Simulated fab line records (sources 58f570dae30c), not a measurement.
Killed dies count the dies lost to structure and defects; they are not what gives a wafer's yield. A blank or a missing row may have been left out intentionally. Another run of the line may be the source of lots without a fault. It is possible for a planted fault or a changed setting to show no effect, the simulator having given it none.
One fault seen from 2 desks ; flow berkeley cmos170 ; numbers are kept per desk, each desk with only its own; the story behind them comes last

## FROM THE METROLOGY DESK
What the gauges read, lot by lot, whatever tool the lot ran on: means of the sampled wafers that have a number. The brackets show how far a lot's mean lies from the usual mean; more than 4 standard deviations puts the lot out of limits, marked OUT.
Columns: A = SILICIDE_TI_RS at UCB170_SILICIDE_RS_MEAS_02, usual 25.9 ohm/sq; B = V1_BOW at UCB170_V1_BOW_MEAS_03, usual 19 um
lot;first seen here;A;B
L874;day 8 13:52;25.8;14
L876;day 8 17:32;26.0;23
L875;day 8 18:05;26.0;14
L879;day 9 04:19;25.9;26
L878;day 9 04:49;25.7;19
L877;day 9 04:58;26.6;20
L889;day 11 08:26;25.5;18
L888;day 11 08:42;25.7;17
L890;day 11 09:09;26.1;19
L892;day 11 19:36;25.5;16
L894;day 11 19:44;25.9;22
L893;day 11 20:01;26.3;17
L895;day 12 10:11;25.6;17
L897;day 12 21:44;26.3;20
This desk's verdict: no lot among the 14 shows anything out of limits.

## DESK OF THE TOOL OWNER: litho track-01
The tool's own readings at UCB170_V1_PEB_10, given as means over the sampled wafers that have a number, one for each lot that went through this tool. The brackets show how far a lot's mean lies from the usual mean; more than 4 standard deviations puts the lot out of limits, marked OUT.
Columns: A = chill plate temp C at UCB170_V1_PEB_10, usual 23.00 C; B = exhaust pa at UCB170_V1_PEB_10, usual 45.1 Pa
lot;first seen here;A;B
L874;day 9 00:26;23.09;45.9
L875;day 9 04:19;22.95;44.9
L879;day 9 18:02;22.90;45.6
L894;day 12 08:27;22.79;45.1
L895;day 12 22:35;23.05;45.5
L897;day 13 07:08;23.05;45.2
This desk's verdict: no lot among the 6 shows anything out of limits.

## BROUGHT TOGETHER
From the metrology desk's view, nothing was out of limits.
Nothing out of limits was seen by the tool owner's desk.

## WHAT THE SIMULATOR PUT IN
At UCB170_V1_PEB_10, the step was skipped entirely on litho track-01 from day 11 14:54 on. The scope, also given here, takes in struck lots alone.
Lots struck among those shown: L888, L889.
